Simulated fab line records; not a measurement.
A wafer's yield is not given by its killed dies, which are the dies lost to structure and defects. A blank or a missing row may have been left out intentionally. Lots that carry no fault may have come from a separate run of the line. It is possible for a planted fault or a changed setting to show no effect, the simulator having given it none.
Lot-split experiment / flow rit_cmos / 23 wafers read from 5 lots, route of 202 steps

== ON THE SPLIT ==
At RIT_PWELL_IMPLANT_08, the setting dose_cm2 was moved away from the recipe's 7e+13 on 8 of the 23 wafers read, by -5.6% to +5.6%. For the rest of the wafers, this setting stayed at what the recipe calls for.

== FROM THE SPLIT TO THE READING: what the file shows between them, 2 steps ==
- RIT_PWELL_STRIP_09: strips in O2, time 180 s
- RIT_WELLDRIVE_ANNEAL_00: time 14700 s

== THE READING ==
At RIT_WELLDRIVE_RS_MEAS_02, a four-point-probe measurement gives PWELL_RS in ohm/sq. Fault-free wafers of this fab line usually give 428.9 ohm/sq, standard deviation 2 ohm/sq.

wafer=L074.1; tool, chamber at the split=implanter-02, 0; dose_cm2 as run=7e+13; against the recipe=recipe; PWELL_RS, ohm/sq=430.8; against lot-mates on the recipe=-
wafer=L074.3; tool, chamber at the split=implanter-02, 0; dose_cm2 as run=6.606e+13; against the recipe=-5.6%; PWELL_RS, ohm/sq=446.4; against lot-mates on the recipe=+15.6
wafer=L074.4; tool, chamber at the split=implanter-02, 0; dose_cm2 as run=6.606e+13; against the recipe=-5.6%; PWELL_RS, ohm/sq=445.5; against lot-mates on the recipe=+14.7
wafer=L074.5; tool, chamber at the split=implanter-02, 0; dose_cm2 as run=7e+13; against the recipe=recipe; PWELL_RS, ohm/sq=430.9; against lot-mates on the recipe=-
wafer=L074.6; tool, chamber at the split=implanter-02, 0; dose_cm2 as run=7e+13; against the recipe=recipe; PWELL_RS, ohm/sq=430.6; against lot-mates on the recipe=-
wafer=L078.2; tool, chamber at the split=implanter-01, 0; dose_cm2 as run=7e+13; against the recipe=recipe; PWELL_RS, ohm/sq=429.6; against lot-mates on the recipe=-
wafer=L078.4; tool, chamber at the split=implanter-01, 0; dose_cm2 as run=7e+13; against the recipe=recipe; PWELL_RS, ohm/sq=429.2; against lot-mates on the recipe=-
wafer=L078.6; tool, chamber at the split=implanter-01, 0; dose_cm2 as run=7e+13; against the recipe=recipe; PWELL_RS, ohm/sq=429.5; against lot-mates on the recipe=-
wafer=L079.1; tool, chamber at the split=implanter-01, 0; dose_cm2 as run=7.244e+13; against the recipe=+3.5%; PWELL_RS, ohm/sq=419.5; against lot-mates on the recipe=-9.1
wafer=L079.2; tool, chamber at the split=implanter-01, 0; dose_cm2 as run=7.244e+13; against the recipe=+3.5%; PWELL_RS, ohm/sq=418.8; against lot-mates on the recipe=-9.8
wafer=L079.3; tool, chamber at the split=implanter-01, 0; dose_cm2 as run=7e+13; against the recipe=recipe; PWELL_RS, ohm/sq=428.1; against lot-mates on the recipe=-
wafer=L079.4; tool, chamber at the split=implanter-01, 0; dose_cm2 as run=7e+13; against the recipe=recipe; PWELL_RS, ohm/sq=429.5; against lot-mates on the recipe=-
wafer=L079.5; tool, chamber at the split=implanter-01, 0; dose_cm2 as run=7e+13; against the recipe=recipe; PWELL_RS, ohm/sq=428.2; against lot-mates on the recipe=-
wafer=L081.1; tool, chamber at the split=implanter-04, 0; dose_cm2 as run=7.28e+13; against the recipe=+4.0%; PWELL_RS, ohm/sq=417.5; against lot-mates on the recipe=-10.6
wafer=L081.2; tool, chamber at the split=implanter-04, 0; dose_cm2 as run=7e+13; against the recipe=recipe; PWELL_RS, ohm/sq=427.2; against lot-mates on the recipe=-
wafer=L081.4; tool, chamber at the split=implanter-04, 0; dose_cm2 as run=7.28e+13; against the recipe=+4.0%; PWELL_RS, ohm/sq=418.1; against lot-mates on the recipe=-10.0
wafer=L081.5; tool, chamber at the split=implanter-04, 0; dose_cm2 as run=7e+13; against the recipe=recipe; PWELL_RS, ohm/sq=428.3; against lot-mates on the recipe=-
wafer=L081.6; tool, chamber at the split=implanter-04, 0; dose_cm2 as run=7e+13; against the recipe=recipe; PWELL_RS, ohm/sq=428.7; against lot-mates on the recipe=-
wafer=L084.1; tool, chamber at the split=implanter-02, 0; dose_cm2 as run=7.395e+13; against the recipe=+5.6%; PWELL_RS, ohm/sq=414.8; against lot-mates on the recipe=-14.1
wafer=L084.2; tool, chamber at the split=implanter-02, 0; dose_cm2 as run=7e+13; against the recipe=recipe; PWELL_RS, ohm/sq=428.6; against lot-mates on the recipe=-
wafer=L084.3; tool, chamber at the split=implanter-02, 0; dose_cm2 as run=7e+13; against the recipe=recipe; PWELL_RS, ohm/sq=430.0; against lot-mates on the recipe=-
wafer=L084.4; tool, chamber at the split=implanter-02, 0; dose_cm2 as run=7.395e+13; against the recipe=+5.6%; PWELL_RS, ohm/sq=414.2; against lot-mates on the recipe=-14.7
wafer=L084.6; tool, chamber at the split=implanter-02, 0; dose_cm2 as run=7e+13; against the recipe=recipe; PWELL_RS, ohm/sq=428.2; against lot-mates on the recipe=-

THE FIT
A straight line over all 23 wafers: PWELL_RS changes by -2.82 ohm/sq for each +1% of dose_cm2; r = -0.99; the points scatter about the line by 1 ohm/sq.
The same after taking each lot's own level away (the mean of its wafers on the recipe; 23 wafers): -2.63 ohm/sq for each +1%; r = -1.00; scatter 0.54 ohm/sq.
That fit puts the effect of the largest move of dose_cm2 on the reading at 15 ohm/sq.
From 428.07 to 430.77 ohm/sq: that is the span of the lots' own levels, equal to 1.3 times the standard deviation above.
The two slopes agree, so the slope changes little with the lot-to-lot level.
Check: -14.9 ohm/sq against its lot-mates is what the line predicts for one of the wafers moved furthest among these (+5.6%) when that wafer is left out of the fit. Against them it came out at -14.1 ohm/sq.

== FURTHER SPLITS ON THESE WAFERS ==
These wafers also went through other splits before the reading. Each is held against what the fit with the lots' levels taken away leaves over:
other split on the same wafers=RIT_NWELL_COAT_01 spin_rpm; wafers away from the commonest value=5; r with PWELL_RS (lot level and that fit taken away)=+0.58
other split on the same wafers=RIT_NWELL_IMPLANT_08 energy_kev; wafers away from the commonest value=9; r with PWELL_RS (lot level and that fit taken away)=-0.27

== THE FILE'S OWN FIT ==
PWELL_RS changes by -2.63 ohm/sq for each +1% of dose_cm2, r = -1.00.
